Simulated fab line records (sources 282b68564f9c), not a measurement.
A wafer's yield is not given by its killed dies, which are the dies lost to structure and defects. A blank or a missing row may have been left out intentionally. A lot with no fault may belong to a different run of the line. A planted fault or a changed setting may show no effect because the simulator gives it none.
One fault through the eyes of 2 desks | flow rit cmos | numbers are kept per desk, each desk with only its own; the story behind them comes last

THE TOOL OWNER'S DESK: implanter-02
The tool's own readings at RIT_NRETRO_IMPLANT_08: means of the sampled wafers that have a number, for each lot that ran on this tool. Any lot whose mean is over 4 standard deviations away from the usual mean is out of limits and marked OUT; that distance is given in the brackets.
Columns: A = dose ions cm2 at RIT_NRETRO_IMPLANT_08, usual 1.0003e+13; B = faraday current uA at RIT_NRETRO_IMPLANT_08, usual 31.6; C = tilt deg at RIT_NRETRO_IMPLANT_08, usual 7.004 degrees
lot  | first seen here | A                            | B               | C
L643 | day 2 12:19     | 9.9877e+12                   | 31.7            | 7.007
L644 | day 2 15:55     | 1.0010e+13                   | 31.7            | 7.006
L648 | day 3 21:25     | 1.0008e+13                   | 31.7            | 7.001
L651 | day 4 08:25     | 8.7927e+12 (-99 or more) OUT | 27.2 (-6.8) OUT | 6.998
L653 | day 4 19:17     | 8.8153e+12 (-99 or more) OUT | 27.8 (-6.0) OUT | 7.009
L654 | day 4 22:03     | 8.8030e+12 (-99 or more) OUT | 27.9 (-5.8) OUT | 6.995
Finding of this desk: L651, L653, L654 out of limits; the first was L651 at day 4 08:25, on dose ions cm2 at RIT_NRETRO_IMPLANT_08. L643, L644, L648 stayed within limits.

FROM THE METROLOGY DESK
Means of the sampled wafers that have a number, per lot and without regard to the tool the lot ran on: this is what the gauges read. Any lot whose mean is over 4 standard deviations away from the usual mean is out of limits and marked OUT; that distance is given in the brackets.
Columns: A = FOX2_OXIDE_THK at RIT_FOX2_THK_MEAS_01, usual 348 nm; B = FIELD_OXIDE_LEFT_1_THK at RIT_FOX2_THK_MEAS_90, usual 322 nm; C = NRETRO_TW at RIT_NRETRO_TW_MEAS_10, usual 1046
lot  | first seen here | A   | B   | C
L643 | day 2 01:04     | 355 | 329 | 1038
L644 | day 2 04:56     | 355 | 329 | 1057
L645 | day 2 09:22     | 337 | 310 | 1047
L646 | day 2 17:16     | 346 | 320 | 1046
L647 | day 3 01:39     | 348 | 322 | 1044
L648 | day 3 08:24     | 351 | 325 | 1044
L650 | day 3 16:35     | 352 | 326 | 1047
L651 | day 3 18:16     | 365 | 338 | 1000 (-6.8) OUT
L652 | day 3 21:54     | 339 | 313 | 1044
L653 | day 4 07:10     | 351 | 325 | 1001 (-6.7) OUT
L654 | day 4 09:49     | 350 | 323 | 1016 (-4.4) OUT
L656 | day 4 17:57     | 344 | 318 | 1039
L661 | day 5 21:05     | 353 | 327 | 1047
L662 | day 6 00:53     | 356 | 329 | 1050
L665 | day 6 15:14     | 351 | 324 | 1038
This desk reports L651, L653, L654 out of limits; the earliest was L651 at day 4 08:44 (NRETRO_TW at RIT_NRETRO_TW_MEAS_10). L643, L644, L645, L646, L647, L648, L650, L652, L656, L661, L662, L665 stayed within limits.

PUT TOGETHER
At day 4 08:25, on L651, L653, L654, the tool owner's desk was in a position to raise an alarm.
The metrology desk could have raised an alarm at day 4 08:44, on L651, L653, L654.
The lots listed all ran RIT_NRETRO_IMPLANT_08 on implanter-02.

WHAT WAS PUT IN BY THE SIMULATOR
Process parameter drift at RIT_NRETRO_IMPLANT_08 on implanter-02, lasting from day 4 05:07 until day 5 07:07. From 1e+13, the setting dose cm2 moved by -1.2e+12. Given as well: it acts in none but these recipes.
Struck lots among those shown: L651, L653, L654.
Counting hours from when the fault started, the first reading out of limits came at 3 for the tool owner's desk and at 4 for the metrology desk.
